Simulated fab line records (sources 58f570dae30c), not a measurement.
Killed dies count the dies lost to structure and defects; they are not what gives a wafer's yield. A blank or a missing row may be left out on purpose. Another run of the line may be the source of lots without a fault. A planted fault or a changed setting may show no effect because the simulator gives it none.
fab line records ; flow berkeley-cmos170
record: lots: 5; wafers: 23
route steps=331 shown CONTACT@228 V1@268 M2@284 M3@319
start-h: start of the lot's first displayed wafer, in hours after the record's first day ; wait-h: hours since the lot's step before ; " same as the row above ; L1.1+2: one row covering several wafers at once ; - no value present, or no start provided ; * or withheld: withheld ; < > ~ a bound
route shown NAME@n: NAME is a module with steps in the file, n the number in the route of the first one ; usual: mean and standard deviation over wafers with no fault ; same: alike in all rows ; chamber/n: place in a boat ; sites: readings site by site ; _std_site: the standard deviation of these ; _edge_site: the outer-site mean with the inner-site mean subtracted ; radius-mm: how far each site lies from the wafer's centre ; mask NAME#n: copy n ; behind: tool/chamber where the wafer was last shaped ; hold: cause of the lot's hold/its duration in hours/its outcome ; device: the n, p or np transistor that did not switch ; end of line: tests of these same wafers at the route's end ; for a step that has no rows: nothing shown but its recipe ; killed: not the wafer's yield, but the dies lost to structure and defects at the first sort ; map: dies across one wafer; x = killed, . = not, _ = none there
set.NAME: setting as actually run; set.NAME@STEP: the setting as run at that earlier step ; model.NAME: the simulator's own value behind a step, which no gauge read
lots whose settings were changed on purpose; a table a step, a row a wafer
== steps ==
step: UCB170_CONTACT_EXPOSE_12
recipe: mask-id: CONT; target-cd-nm: 700; na: 0.5; sigma-outer: 0.6; source-shape: conventional; dose-mj: 35
lot.wafer;tool;chamber;start-h;wait-h;mask;set.dose-mj
L076.1+5;krf-scanner-02;0;185.85;-;CONT#0;37.48
L076.2+4+6;krf-scanner-02;0;185.85;-;CONT#0;35
L078.1+4+5;krf-scanner-02;0;197.15;-;CONT#0;37.57
L078.3+6;krf-scanner-02;0;197.15;-;CONT#0;35
L084.1+3+6;krf-scanner-02;0;228.24;-;CONT#0;35
L083.1+3;krf-scanner-01;0;229.20;-;CONT#0;34.07
L083.2+5+6;krf-scanner-01;0;229.20;-;CONT#0;35
L082.1+2+3;krf-scanner-01;0;229.69;-;CONT#0;35
L082.4+5;krf-scanner-01;0;229.69;-;CONT#0;33.09
step: UCB170_CONTACT_PEB_13
recipe: peb-temp-c: 130; peb-time-s: withheld; resist: KrF
step: UCB170_CONTACT_DEVELOP_14
recipe: developer: TMAH; develop-time-s: 45; resist: KrF; dev-temp-c: 21
step: UCB170_CONTACT_CD_MEAS_15
recipe: target-cd-nm: 700
usual: cd-nm: 699.4/1.3
lot.wafer;tool;chamber;start-h;wait-h;set.dose-mj@CONTACT_EXPOSE_12;cd-nm
L076.1;cd-sem-01;-;186.24;-;37.48;711.5
L076.2;cd-sem-01;-;186.24;-;35;701.4
L076.4;cd-sem-01;-;186.24;-;35;702.0
L076.5;cd-sem-01;-;186.24;-;37.48;713.7
L076.6;cd-sem-01;-;186.24;-;35;699.6
L078.1;cd-sem-01;-;197.54;-;37.57;711.2
L078.3;cd-sem-01;-;197.54;-;35;698.2
L078.4;cd-sem-01;-;197.54;-;37.57;714.1
L078.5;cd-sem-01;-;197.54;-;37.57;712.8
L078.6;cd-sem-01;-;197.54;-;35;698.7
L084.1;cd-sem-02;-;228.80;-;35;700.9
L084.3;cd-sem-02;-;228.80;-;35;700.9
L084.6;cd-sem-02;-;228.80;-;35;701.7
L083.1;cd-sem-02;-;229.59;-;34.07;692.2
L083.2;cd-sem-02;-;229.59;-;35;696.5
L083.3;cd-sem-02;-;229.59;-;34.07;692.2
L083.5;cd-sem-02;-;229.59;-;35;696.9
L083.6;cd-sem-02;-;229.59;-;35;697.3
L082.1;cd-sem-02;-;230.17;-;35;699.7
L082.2;cd-sem-02;-;230.17;-;35;701.3
L082.3;cd-sem-02;-;230.17;-;35;699.0
L082.4;cd-sem-02;-;230.17;-;33.09;689.8
L082.5;cd-sem-02;-;230.17;-;33.09;690.0
step: UCB170_CONTACT_ETCH_17
recipe: chemistry: N2/H2; target-depth-a: withheld; overetch-a: withheld; target: BARC; time-s: withheld; source-w: 500; bias-w: 100; pressure-mtorr: 30; n2-flow-sccm: 100; h2-flow-sccm: 200
lot.wafer;tool;chamber;start-h;wait-h;set.dose-mj@CONTACT_EXPOSE_12;model.CONTACT.cd-nm
L076.1;rie-diel-02;1;186.40;0.0;37.48;711.5
L076.2+4;rie-diel-02;3;186.40;0.0;35;701.5
L076.5;rie-diel-02;0;186.40;0.0;37.48;713.1
L076.6;rie-diel-02;1;186.40;0.0;35;699.9
L078.1;rie-diel-03;2;197.69;0.0;37.57;711.7
L078.3+6;rie-diel-03;3,2;197.69;0.0;35;699.4
L078.4+5;rie-diel-03;0,1;197.69;0.0;37.57;713.4
L084.1;rie-diel-02;0;228.96;0.0;35;699.9
L084.3;rie-diel-02;2;228.96;0.0;35;700.5
L084.6;rie-diel-02;3;228.96;0.0;35;701.9
L083.1;rie-diel-04;3;229.75;0.0;34.07;692.8
L083.2;rie-diel-04;1;229.75;0.0;35;695.5
L083.3;rie-diel-04;2;229.75;0.0;34.07;692.2
L083.5;rie-diel-04;2;229.75;0.0;35;696.3
L083.6;rie-diel-04;3;229.75;0.0;35;697.3
L082.1;rie-diel-02;1;230.33;0.0;35;700.5
L082.2;rie-diel-02;2;230.33;0.0;35;701.4
L082.3;rie-diel-02;0;230.33;0.0;35;698.4
L082.4;rie-diel-02;2;230.33;0.0;33.09;690.1
L082.5;rie-diel-02;1;230.33;0.0;33.09;690.3
step: UCB170_CONTACT_ETCH_18
recipe: chemistry: CHF3/CF4/Ar; target: PSG; stop-on: TiSi2; CHF3_flow_sccm: 45; cf4-flow-sccm: 15; Ar_flow_sccm: 150; pressure-mtorr: 200; rf-w: 700; target-depth-a: 8400; over-etch-frac: 0.2; time-s: 195
lot.wafer;tool;chamber;start-h;wait-h;set.resist-thk-nm@CONTACT_COAT_10;model.KrF_of_CONTACT_COAT_10.thk-nm
L076.1;rie-diel-02;1;-;-;900;693.1
L076.2;rie-diel-02;3;-;-;871.8;661.7
L076.4;rie-diel-02;3;-;-;871.8;665.3
L076.5;rie-diel-02;0;-;-;871.8;656.5
L076.6;rie-diel-02;1;-;-;900;692.4
L078.1;rie-diel-03;2;-;-;941.4;737.9
L078.3;rie-diel-03;3;-;-;941.4;735.4
L078.4;rie-diel-03;0;-;-;900;697.2
L078.5;rie-diel-03;1;-;-;900;693
L078.6;rie-diel-03;2;-;-;941.4;733.9
L084.1;rie-diel-02;0;-;-;900;688.9
L084.3;rie-diel-02;2;-;-;900;692.5
L084.6;rie-diel-02;3;-;-;900;694.5
L083.1;rie-diel-04;3;-;-;923.2;718.5
L083.2;rie-diel-04;1;-;-;923.2;718.8
L083.3;rie-diel-04;2;-;-;900;694.5
L083.5;rie-diel-04;2;-;-;923.2;718.2
L083.6;rie-diel-04;3;-;-;900;694
L082.1;rie-diel-02;1;-;-;900;689.2
L082.2;rie-diel-02;2;-;-;900;686.2
L082.3;rie-diel-02;0;-;-;900;683
L082.4;rie-diel-02;2;-;-;900;691
L082.5;rie-diel-02;1;-;-;900;689.9
step: UCB170_CONTACT_STRIP_19
recipe: chemistry: O2; power-w: 400; pressure-mtorr: 3500; platen-temp-c: withheld; o2-flow-sccm: 400; overash-fraction: 0.5
step: UCB170_CONTACT_CD_MEAS_90
recipe: target-cd-nm: 700
usual: cd-nm: 699.3/1.5
lot.wafer;tool;chamber;start-h;wait-h;set.dose-mj@CONTACT_EXPOSE_12;cd-nm
L076.1;cd-sem-01;-;186.66;0.1;37.48;711.6
L076.2;cd-sem-01;-;186.66;0.1;35;700.7
L076.4;cd-sem-01;-;186.66;0.1;35;700.8
L076.5;cd-sem-01;-;186.66;0.1;37.48;713.1
L076.6;cd-sem-01;-;186.66;0.1;35;700.1
L078.1;cd-sem-02;-;197.96;0.1;37.57;711.7
L078.3;cd-sem-02;-;197.96;0.1;35;698.9
L078.4;cd-sem-02;-;197.96;0.1;37.57;713.6
L078.5;cd-sem-02;-;197.96;0.1;37.57;713.2
L078.6;cd-sem-02;-;197.96;0.1;35;699.4
L084.1;cd-sem-02;-;229.23;0.1;35;700.3
L084.3;cd-sem-02;-;229.23;0.1;35;701.0
L084.6;cd-sem-02;-;229.23;0.1;35;702.0
L083.1;cd-sem-01;-;230.02;0.1;34.07;693.2
L083.2;cd-sem-01;-;230.02;0.1;35;694.7
L083.3;cd-sem-01;-;230.02;0.1;34.07;691.7
L083.5;cd-sem-01;-;230.02;0.1;35;696.1
L083.6;cd-sem-01;-;230.02;0.1;35;696.9
L082.1;cd-sem-02;-;230.59;0.1;35;700.1
L082.2;cd-sem-02;-;230.59;0.1;35;701.6
L082.3;cd-sem-02;-;230.59;0.1;35;698.2
L082.4;cd-sem-02;-;230.59;0.1;33.09;689.8
L082.5;cd-sem-02;-;230.59;0.1;33.09;690.3
step: UCB170_V1_ETCH_14
recipe: chemistry: CHF3/CF4/Ar; target: SiO2; stop-on: Al; CHF3_flow_sccm: 45; cf4-flow-sccm: 15; Ar_flow_sccm: 150; pressure-mtorr: 200; rf-w: 700; target-depth-a: 12500; over-etch-frac: 0.25; time-s: 291
lot.wafer;tool;chamber;start-h;wait-h;set.time-s;model.KrF_of_V1_COAT_07.thk-nm
L076.1;rie-diel-04;2;195.00;0.0;320.3;587.7
L076.2;rie-diel-04;1;195.00;0.0;320.3;593
L076.4;rie-diel-04;3;195.00;0.0;291;611.1
L076.5;rie-diel-04;1;195.00;0.0;291;620.3
L076.6;rie-diel-04;2;195.00;0.0;291;614.4
L078.1;rie-diel-04;1;203.22;0.0;291;626.8
L078.3;rie-diel-04;3;203.22;0.0;291;616.9
L078.4;rie-diel-04;0;203.22;0.0;291;620.9
L078.5;rie-diel-04;1;203.22;0.0;291;628.3
L078.6;rie-diel-04;2;203.22;0.0;291;620.8
L084.1;rie-diel-01;2;234.68;0.0;291;613.8
L084.3;rie-diel-01;1;234.68;0.0;291;606.4
L084.6;rie-diel-01;2;234.68;0.0;291;610.2
L082.1;rie-diel-01;1;236.29;0.0;291;607.6
L082.2;rie-diel-01;2;236.29;0.0;258.2;642.2
L082.3;rie-diel-01;3;236.29;0.0;291;610.8
L082.4;rie-diel-01;0;236.29;0.0;258.2;644.3
L082.5;rie-diel-01;3;236.29;0.0;258.2;647.6
L083.1;rie-diel-04;2;236.67;0.0;270.4;634.7
L083.2;rie-diel-04;0;236.67;0.0;291;611.4
L083.3;rie-diel-04;3;236.67;0.0;291;613.8
L083.5;rie-diel-04;0;236.67;0.0;291;617.2
L083.6;rie-diel-04;1;236.67;0.0;270.4;640
step: UCB170_V1_STRIP_15
recipe: chemistry: O2; power-w: 400; pressure-mtorr: 3500; platen-temp-c: withheld; o2-flow-sccm: 400; overash-fraction: 0.5
usual: strip-time-to-endpoint-s: 15.40/0.11
lot.wafer;tool;chamber;start-h;wait-h;set.time-s@V1_ETCH_14;strip-time-to-endpoint-s
L076.1;plasma-asher-04;0;195.18;0.1;320.3;14.78
L076.2;plasma-asher-04;1;195.18;0.1;320.3;14.90
L076.4;plasma-asher-04;1;195.18;0.1;291;15.34
L076.5;plasma-asher-04;0;195.18;0.1;291;15.57
L076.6;plasma-asher-04;1;195.18;0.1;291;15.41
L078.1;plasma-asher-04;0;203.39;0.1;291;15.70
L078.3;plasma-asher-04;1;203.39;0.1;291;15.50
L078.4;plasma-asher-04;0;203.39;0.1;291;15.56
L078.5;plasma-asher-04;0;203.39;0.1;291;15.74
L078.6;plasma-asher-04;1;203.39;0.1;291;15.55
L084.1;plasma-asher-02;1;234.86;0.1;291;15.41
L084.3;plasma-asher-02;1;234.86;0.1;291;15.21
L084.6;plasma-asher-02;1;234.86;0.1;291;15.30
L082.1;plasma-asher-04;0;236.47;0.1;291;15.26
L082.2;plasma-asher-04;1;236.47;0.1;258.2;16.02
L082.3;plasma-asher-04;0;236.47;0.1;291;15.33
L082.4;plasma-asher-04;1;236.47;0.1;258.2;16.06
L082.5;plasma-asher-04;0;236.47;0.1;258.2;16.13
L083.1;plasma-asher-01;0;236.85;0.1;270.4;15.90
L083.2;plasma-asher-01;1;236.85;0.1;291;15.33
L083.3;plasma-asher-01;0;236.85;0.1;291;15.40
L083.5;plasma-asher-01;0;236.85;0.1;291;15.47
L083.6;plasma-asher-01;1;236.85;0.1;270.4;15.94
step: UCB170_M2_PEB_13
recipe: peb-temp-c: 130; peb-time-s: withheld; resist: KrF
lot.wafer;tool;chamber;start-h;wait-h;set.peb-temp-c
L076.1+4+6;litho-track-04;0;197.15;0.1;130
L076.2+5;litho-track-04;0;197.15;0.1;132.3
L078.1+3+4+5+6;litho-track-04;0;205.25;0.1;130
L084.1+3+6;litho-track-04;0;236.83;0.1;130
L082.1+3+5;litho-track-02;0;238.57;0.1;128.7
L082.2+4;litho-track-02;0;238.57;0.1;130
L083.1+3+6;litho-track-04;0;239.08;0.3;130
L083.2+5;litho-track-04;0;239.08;0.3;126.7
step: UCB170_M2_DEVELOP_14
recipe: developer: TMAH; develop-time-s: 45; resist: KrF; dev-temp-c: 21
lot.wafer;tool;chamber;start-h;wait-h;set.develop-time-s
L076.1+2+4+5+6;litho-track-04;0;-;-;45
L078.1+3;litho-track-04;0;-;-;45
L078.4+5+6;litho-track-04;0;-;-;47.59
L084.1+3+6;litho-track-04;0;-;-;45
L082.1+2+3+4+5;litho-track-02;0;-;-;45
L083.1+2+3+5+6;litho-track-04;0;-;-;45
step: UCB170_M2_CD_MEAS_15
recipe: target-cd-nm: 700
usual: cd-nm: 700.4/1.1
lot.wafer;tool;chamber;start-h;wait-h;set.peb-temp-c@M2_PEB_13;cd-nm
L076.1;cd-sem-02;-;197.42;-;130;699.7
L076.2;cd-sem-02;-;197.42;-;132.3;686.1
L076.4;cd-sem-02;-;197.42;-;130;699.2
L076.5;cd-sem-02;-;197.42;-;132.3;687.1
L076.6;cd-sem-02;-;197.42;-;130;698.9
L078.1;cd-sem-01;-;205.53;-;130;700.6
L078.3;cd-sem-01;-;205.53;-;130;698.9
L078.4;cd-sem-01;-;205.53;-;130;697.5
L078.5;cd-sem-01;-;205.53;-;130;699.6
L078.6;cd-sem-01;-;205.53;-;130;698.7
L084.1;cd-sem-01;-;237.10;-;130;702.7
L084.3;cd-sem-01;-;237.10;-;130;701.3
L084.6;cd-sem-01;-;237.10;-;130;701.4
L082.1;cd-sem-02;-;238.84;-;128.7;711.4
L082.2;cd-sem-02;-;238.84;-;130;703.2
L082.3;cd-sem-02;-;238.84;-;128.7;712.1
L082.4;cd-sem-02;-;238.84;-;130;700.8
L082.5;cd-sem-02;-;238.84;-;128.7;712.2
L083.1;cd-sem-02;-;239.36;-;130;698.4
L083.2;cd-sem-02;-;239.36;-;126.7;724.4
L083.3;cd-sem-02;-;239.36;-;130;699.6
L083.5;cd-sem-02;-;239.36;-;126.7;725.1
L083.6;cd-sem-02;-;239.36;-;130;699.6
step: UCB170_M2_ETCH_17
recipe: chemistry: N2/H2; target-depth-a: withheld; overetch-a: withheld; target: BARC; time-s: withheld; source-w: 500; bias-w: 100; pressure-mtorr: 30; n2-flow-sccm: 100; h2-flow-sccm: 200
lot.wafer;tool;chamber;start-h;wait-h;set.peb-temp-c@M2_PEB_13;model.M2.cd-nm
L076.1;rie-diel-04;1;197.58;0.0;130;699.9
L076.2;rie-diel-04;0;197.58;0.0;132.3;686.4
L076.4;rie-diel-04;2;197.58;0.0;130;698.3
L076.5;rie-diel-04;3;197.58;0.0;132.3;687.4
L076.6;rie-diel-04;2;197.58;0.0;130;698.5
L078.1;rie-diel-04;3;205.68;0.0;130;701.4
L078.3;rie-diel-04;1;205.68;0.0;130;700
L078.4;rie-diel-04;0;205.68;0.0;130;697.2
L078.5;rie-diel-04;2;205.68;0.0;130;699.7
L078.6;rie-diel-04;3;205.68;0.0;130;699
L084.1;rie-diel-01;2;237.26;0.0;130;702.6
L084.3;rie-diel-01;0;237.26;0.0;130;700.4
L084.6;rie-diel-01;1;237.26;0.0;130;700.3
L082.1;rie-diel-04;3;239.00;0.0;128.7;712.1
L082.2;rie-diel-04;0;239.00;0.0;130;704.3
L082.3;rie-diel-04;2;239.00;0.0;128.7;710.9
L082.4;rie-diel-04;1;239.00;0.0;130;701.3
L082.5;rie-diel-04;1;239.00;0.0;128.7;713
L083.1;rie-diel-01;2;239.52;0.0;130;698.8
L083.2;rie-diel-01;1;239.52;0.0;126.7;723.4
L083.3;rie-diel-01;3;239.52;0.0;130;700.6
L083.5;rie-diel-01;0;239.52;0.0;126.7;724.7
L083.6;rie-diel-01;1;239.52;0.0;130;699.7
step: UCB170_M2_METAL_ETCH_18
recipe: chemistry: Cl2/BCl3; target: Al; stop-on: SiO2; pressure-mtorr: 12; target-depth-a: 11700; over-etch-frac: 0.3; time-s: 195; icp-w: 600; bias-w: 120; Cl2_flow_sccm: 90; bcl3-flow-sccm: 45
lot.wafer;tool;chamber;start-h;wait-h;set.peb-temp-c@M2_PEB_13;model.M2.cd-nm
L076.1;rie-metal-03;0;197.62;-;130;704
L076.2;rie-metal-03;1;197.62;-;132.3;691.3
L076.4;rie-metal-03;0;197.62;-;130;699.8
L076.5;rie-metal-03;0;197.62;-;132.3;689.4
L076.6;rie-metal-03;1;197.62;-;130;704.7
L078.1;rie-metal-03;1;205.73;-;130;705.2
L078.3;rie-metal-03;0;205.73;-;130;705.5
L078.4;rie-metal-03;1;205.73;-;130;701.9
L078.5;rie-metal-03;0;205.73;-;130;704.7
L078.6;rie-metal-03;1;205.73;-;130;705.7
L084.1;rie-metal-01;1;237.30;-;130;700.4
L084.3;rie-metal-01;0;237.30;-;130;700.1
L084.6;rie-metal-01;0;237.30;-;130;701.6
L082.1;rie-metal-04;1;239.04;-;128.7;713.7
L082.2;rie-metal-04;0;239.04;-;130;704
L082.3;rie-metal-04;0;239.04;-;128.7;713.8
L082.4;rie-metal-04;1;239.04;-;130;703.7
L082.5;rie-metal-04;1;239.04;-;128.7;713.5
L083.1;rie-metal-01;0;239.56;-;130;700.2
L083.2;rie-metal-01;1;239.56;-;126.7;722.3
L083.3;rie-metal-01;0;239.56;-;130;703.1
L083.5;rie-metal-01;0;239.56;-;126.7;729.2
L083.6;rie-metal-01;1;239.56;-;130;700.1
step: UCB170_M2_STRIP_19
recipe: chemistry: O2; power-w: 400; pressure-mtorr: 3500; platen-temp-c: withheld; o2-flow-sccm: 400; overash-fraction: 0.5
step: UCB170_M2_CD_MEAS_90
recipe: target-cd-nm: 700
usual: cd-nm: 701.9/2.8
lot.wafer;tool;chamber;start-h;wait-h;set.peb-temp-c@M2_PEB_13;cd-nm
L076.1;cd-sem-01;-;197.91;0.1;130;703.8
L076.2;cd-sem-01;-;197.91;0.1;132.3;691.4
L076.4;cd-sem-01;-;197.91;0.1;130;700.1
L076.5;cd-sem-01;-;197.91;0.1;132.3;689.8
L076.6;cd-sem-01;-;197.91;0.1;130;704.8
L078.1;cd-sem-02;-;206.01;0.1;130;705.1
L078.3;cd-sem-02;-;206.01;0.1;130;705.7
L078.4;cd-sem-02;-;206.01;0.1;130;701.9
L078.5;cd-sem-02;-;206.01;0.1;130;705.0
L078.6;cd-sem-02;-;206.01;0.1;130;706.0
L084.1;cd-sem-02;-;237.59;0.1;130;700.6
L084.3;cd-sem-02;-;237.59;0.1;130;700.0
L084.6;cd-sem-02;-;237.59;0.1;130;701.6
L082.1;cd-sem-01;-;239.33;0.1;128.7;713.4
L082.2;cd-sem-01;-;239.33;0.1;130;704.3
L082.3;cd-sem-01;-;239.33;0.1;128.7;713.9
L082.4;cd-sem-01;-;239.33;0.1;130;703.7
L082.5;cd-sem-01;-;239.33;0.1;128.7;713.1
L083.1;cd-sem-01;-;239.85;0.1;130;700.7
L083.2;cd-sem-01;-;239.85;0.1;126.7;722.4
L083.3;cd-sem-01;-;239.85;0.1;130;703.3
L083.5;cd-sem-01;-;239.85;0.1;126.7;729.2
L083.6;cd-sem-01;-;239.85;0.1;130;700.1
step: UCB170_M3_COAT_10
recipe: resist: KrF; spin-rpm: 1500; resist-thk-nm: 900
lot.wafer;tool;chamber;start-h;wait-h;set.spin-rpm;model.KrF_of_M3_COAT_10.thk-nm
L076.1;litho-track-04;0;-;-;1500;901.5
L076.2;litho-track-04;0;-;-;1500;899.3
L076.4;litho-track-04;0;-;-;1500;899.4
L076.5+6;litho-track-04;0;-;-;1428;920.3
L078.1;litho-track-02;0;-;-;1500;902.2
L078.3;litho-track-02;0;-;-;1398;932.9
L078.4;litho-track-02;0;-;-;1500;900.7
L078.5;litho-track-02;0;-;-;1398;932.6
L078.6;litho-track-02;0;-;-;1398;931.6
L084.1;litho-track-02;0;-;-;1500;901.1
L084.3;litho-track-02;0;-;-;1500;903
L084.6;litho-track-02;0;-;-;1500;900.4
L082.1;litho-track-04;0;-;-;1500;896.6
L082.2;litho-track-04;0;-;-;1500;897.6
L082.3;litho-track-04;0;-;-;1500;898.2
L082.4;litho-track-04;0;-;-;1500;899.2
L082.5;litho-track-04;0;-;-;1500;899.5
L083.1;litho-track-02;0;-;-;1500;899.2
L083.2;litho-track-02;0;-;-;1500;897.9
L083.3;litho-track-02;0;-;-;1500;899.8
L083.5;litho-track-02;0;-;-;1500;902.5
L083.6;litho-track-02;0;-;-;1500;900.8
step: UCB170_M3_METAL_ETCH_18
recipe: chemistry: Cl2/BCl3; target: Al; stop-on: SiO2; pressure-mtorr: 12; target-depth-a: 11700; over-etch-frac: 0.3; time-s: 195; icp-w: 600; bias-w: 120; Cl2_flow_sccm: 90; bcl3-flow-sccm: 45
lot.wafer;tool;chamber;start-h;wait-h;set.icp-w;model.KrF_of_M3_COAT_10.thk-nm
L076.1;rie-metal-01;1;202.39;-;600;210.5
L076.2;rie-metal-01;0;202.39;-;555.3;228.3
L076.4;rie-metal-01;1;202.39;-;555.3;252.7
L076.5;rie-metal-01;0;202.39;-;555.3;253.7
L076.6;rie-metal-01;1;202.39;-;600;227.6
L078.1;rie-metal-02;0;210.95;-;600;211.1
L078.3;rie-metal-02;1;210.95;-;537.8;299.2
L078.4;rie-metal-02;0;210.95;-;537.8;270.6
L078.5;rie-metal-02;0;210.95;-;600;236.8
L078.6;rie-metal-02;1;210.95;-;537.8;295.7
L084.1;rie-metal-04;0;243.52;-;600;211.6
L084.3;rie-metal-04;0;243.52;-;600;212
L084.6;rie-metal-04;1;243.52;-;600;198.4
L082.1;rie-metal-02;0;246.01;-;600;199.6
L082.2;rie-metal-02;1;246.01;-;600;191.7
L082.3;rie-metal-02;0;246.01;-;600;202.2
L082.4;rie-metal-02;1;246.01;-;578.1;221.1
L082.5;rie-metal-02;1;246.01;-;578.1;223.2
L083.1;rie-metal-04;0;247.42;-;552.5;252.8
L083.2;rie-metal-04;1;247.42;-;600;188.8
L083.3;rie-metal-04;1;247.42;-;552.5;239
L083.5;rie-metal-04;1;247.42;-;600;190.1
L083.6;rie-metal-04;0;247.42;-;600;208
step: UCB170_M3_STRIP_19
recipe: chemistry: O2; power-w: 400; pressure-mtorr: 3500; platen-temp-c: withheld; o2-flow-sccm: 400; overash-fraction: 0.5
usual: oes-product-au: 0.530/0.0088
lot.wafer;tool;chamber;start-h;wait-h;set.icp-w@M3_METAL_ETCH_18;oes-product-au
L076.1;plasma-asher-02;0;202.58;0.1;600;0.538
L076.2;plasma-asher-02;1;202.58;0.1;555.3;0.568
L076.4;plasma-asher-02;0;202.58;0.1;555.3;0.579
L076.5;plasma-asher-02;0;202.58;0.1;555.3;0.588
L076.6;plasma-asher-02;1;202.58;0.1;600;0.556
L078.1;plasma-asher-04;0;211.14;0.1;600;0.544
L078.3;plasma-asher-04;1;211.14;0.1;537.8;0.628
L078.4;plasma-asher-04;0;211.14;0.1;537.8;0.607
L078.5;plasma-asher-04;0;211.14;0.1;600;0.568
L078.6;plasma-asher-04;1;211.14;0.1;537.8;0.630
L084.1;plasma-asher-04;1;243.71;0.1;600;0.542
L084.3;plasma-asher-04;0;243.71;0.1;600;0.544
L084.6;plasma-asher-04;1;243.71;0.1;600;0.524
L082.1;plasma-asher-04;1;246.19;0.1;600;0.528
L082.2;plasma-asher-04;0;246.19;0.1;600;0.522
L082.3;plasma-asher-04;1;246.19;0.1;600;0.535
L082.4;plasma-asher-04;0;246.19;0.1;578.1;0.550
L082.5;plasma-asher-04;1;246.19;0.1;578.1;0.556
L083.1;plasma-asher-04;0;247.61;0.1;552.5;0.589
L083.2;plasma-asher-04;1;247.61;0.1;600;0.514
L083.3;plasma-asher-04;1;247.61;0.1;552.5;0.569
L083.5;plasma-asher-04;0;247.61;0.1;600;0.512
L083.6;plasma-asher-04;1;247.61;0.1;600;0.532
== key ==
split: step: UCB170_CONTACT_EXPOSE_12; setting: dose-mj; stated: 35; by: wafer
response: step: UCB170_CONTACT_CD_MEAS_15; reading: cd-nm; change: +1.8; per: 1%; r: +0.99
response: step: UCB170_CONTACT_ETCH_17; reading: model.CONTACT.cd-nm; change: +1.73; per: 1%; r: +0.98
response: step: UCB170_CONTACT_CD_MEAS_90; reading: cd-nm; change: +1.76; per: 1%; r: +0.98
split: step: UCB170_V1_ETCH_14; setting: time-s; stated: 291; by: wafer
response: step: UCB170_V1_ETCH_14; reading: model.KrF_of_V1_COAT_07.thk-nm; change: -2.93; per: 1%; r: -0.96
response: step: UCB170_V1_STRIP_15; reading: strip-time-to-endpoint-s; change: *; per: 1%; r: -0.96
split: step: UCB170_M2_PEB_13; setting: peb-temp-c; stated: 130; by: wafer
response: step: UCB170_M2_CD_MEAS_15; reading: cd-nm; change: -9.19; per: 1%; r: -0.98
response: step: UCB170_M2_ETCH_17; reading: model.M2.cd-nm; change: -8.71; per: 1%; r: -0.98
response: step: UCB170_M2_METAL_ETCH_18; reading: model.M2.cd-nm; change: -8.93; per: 1%; r: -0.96
response: step: UCB170_M2_CD_MEAS_90; reading: cd-nm; change: -8.82; per: 1%; r: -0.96
split: step: UCB170_M2_DEVELOP_14; setting: develop-time-s; stated: 45; by: wafer
response none clear
split: step: UCB170_M3_COAT_10; setting: spin-rpm; stated: 1500; by: wafer
response: step: UCB170_M3_COAT_10; reading: model.KrF_of_M3_COAT_10.thk-nm; change: -4.44; per: 1%; r: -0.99
split: step: UCB170_M3_METAL_ETCH_18; setting: icp-w; stated: 600; by: wafer
response: step: UCB170_M3_METAL_ETCH_18; reading: model.KrF_of_M3_COAT_10.thk-nm; change: -5.64; per: 1%; r: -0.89
response: step: UCB170_M3_STRIP_19; reading: oes-product-au; change: -0.00616; per: 1%; r: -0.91
split outside-this-file step=UCB170_CONTACT_COAT_10 setting=resist-thk-nm
split outside-this-file: this setting was split too, and the file shows its column; the key of that split is in another file
